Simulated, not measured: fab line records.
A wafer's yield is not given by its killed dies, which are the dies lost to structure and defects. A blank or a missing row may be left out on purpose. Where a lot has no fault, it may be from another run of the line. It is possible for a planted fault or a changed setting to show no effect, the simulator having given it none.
Shared-tool check + flow rit cmos + 42 wafers sampled across 14 lots

## WHAT PROMPTED THE OPENING
RIT_PRETRO_TW_MEAS_10, reading PRETRO_TW: flagged on 2 of 14 lots. No-fault wafers: 479, standard deviation 6.2.
Rule: flag the lot when none of its wafers has a number, or when each of its wafers that has one lies beyond 4 standard deviations from that mean. All remaining lots are regarded as sound.

| lot  | measured    | on            | PRETRO_TW, wafer by wafer | flag    |
|------|-------------|---------------|---------------------------|---------|
| L425 | day 2 13:25 | film metro-02 | 479 478 479               |         |
| L429 | day 3 10:19 | film metro-02 | 481 481 480               |         |
| L431 | day 3 20:25 | film metro-02 | 482 482 482               |         |
| L432 | day 4 01:31 | film metro-04 | 466 464 465               |         |
| L433 | day 4 07:55 | film metro-01 | 482 484 483               |         |
| L434 | day 4 15:56 | film metro-02 | 478 482 481               |         |
| L438 | day 5 08:47 | film metro-01 | 484 482 483               |         |
| L439 | day 5 11:43 | film metro-01 | 397 394 398               | FLAGGED |
| L440 | day 5 16:53 | film metro-02 | 397 395 394               | FLAGGED |
| L442 | day 6 05:45 | film metro-02 | 478 480 479               |         |
| L443 | day 6 07:59 | film metro-01 | 480 482 481               |         |
| L444 | day 6 12:41 | film metro-02 | 480 480 482               |         |
| L445 | day 6 18:44 | film metro-02 | 479 478 478               |         |
| L446 | day 6 23:41 | film metro-04 | 469 470 469               |         |
On average the flagged lots' numbers are 396, which is -83 against the usual, or -13 standard deviations.

## TOOL THAT RAN EACH LOT
The record holds 1 process step before the reading, out of a route of 202 steps. Each cell gives the tool, then ch followed by the chambers the sampled wafers passed through, then the start.
| lot  | flag    | RIT_PRETRO_IMPLANT_08          |
|------|---------|--------------------------------|
| L425 |         | implanter-03 ch 0, day 2 13:05 |
| L429 |         | implanter-01 ch 0, day 3 09:59 |
| L431 |         | implanter-04 ch 0, day 3 20:05 |
| L432 |         | implanter-04 ch 0, day 4 01:12 |
| L433 |         | implanter-03 ch 0, day 4 07:35 |
| L434 |         | implanter-03 ch 0, day 4 15:37 |
| L438 |         | implanter-01 ch 0, day 5 08:28 |
| L439 | FLAGGED | implanter-03 ch 0, day 5 11:23 |
| L440 | FLAGGED | implanter-03 ch 0, day 5 16:34 |
| L442 |         | implanter-01 ch 0, day 6 05:26 |
| L443 |         | implanter-01 ch 0, day 6 07:42 |
| L444 |         | implanter-04 ch 0, day 6 12:21 |
| L445 |         | implanter-01 ch 0, day 6 18:26 |
| L446 |         | implanter-01 ch 0, day 6 23:22 |
What is done by these steps:
- RIT_PRETRO_IMPLANT_08
- RIT_PRETRO_TW_MEAS_10

## FLAGGED OVER TOTAL, TOOL BY TOOL (the gauges that took the reading come last)
| step                  | tool          | lots run | flagged | share of the flagged lots | sound lots run after its first flagged lot |
|-----------------------|---------------|----------|---------|---------------------------|--------------------------------------------|
| RIT_PRETRO_IMPLANT_08 | implanter-01  | 6        | 0       | none                      | -                                          |
| RIT_PRETRO_IMPLANT_08 | implanter-03  | 5        | 2       | all                       | 0                                          |
| RIT_PRETRO_IMPLANT_08 | implanter-04  | 3        | 0       | none                      | -                                          |
| RIT_PRETRO_TW_MEAS_10 | film metro-01 | 4        | 1       | some                      | 1 (L443)                                   |
| RIT_PRETRO_TW_MEAS_10 | film metro-02 | 8        | 1       | some                      | 3 (L442,L444,L445)                         |
| RIT_PRETRO_TW_MEAS_10 | film metro-04 | 2        | 0       | none                      | -                                          |

## WHAT IS ALLOWED BY THE TABLE
All flagged lots share 1 row of the table, namely implanter-03 at RIT_PRETRO_IMPLANT_08.
- implanter-03 at RIT_PRETRO_IMPLANT_08 ran 5 lots, 2 of them flagged. Last sound lot L434 at day 4 15:37, first flagged lot L439 at day 5 11:23; a fault beginning in between fits. Its own readings lie more than 4 standard deviations out on every wafer of the flagged lots: dose ions cm2, faraday current uA.
One tool is left: implanter-03 at RIT_PRETRO_IMPLANT_08.

## WHAT THE SIMULATOR PUT IN
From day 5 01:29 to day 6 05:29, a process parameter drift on implanter-03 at RIT_PRETRO_IMPLANT_08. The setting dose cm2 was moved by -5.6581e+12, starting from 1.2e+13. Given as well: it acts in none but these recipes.
Struck lots among those shown: L439, L440. The same result came from the rule above.
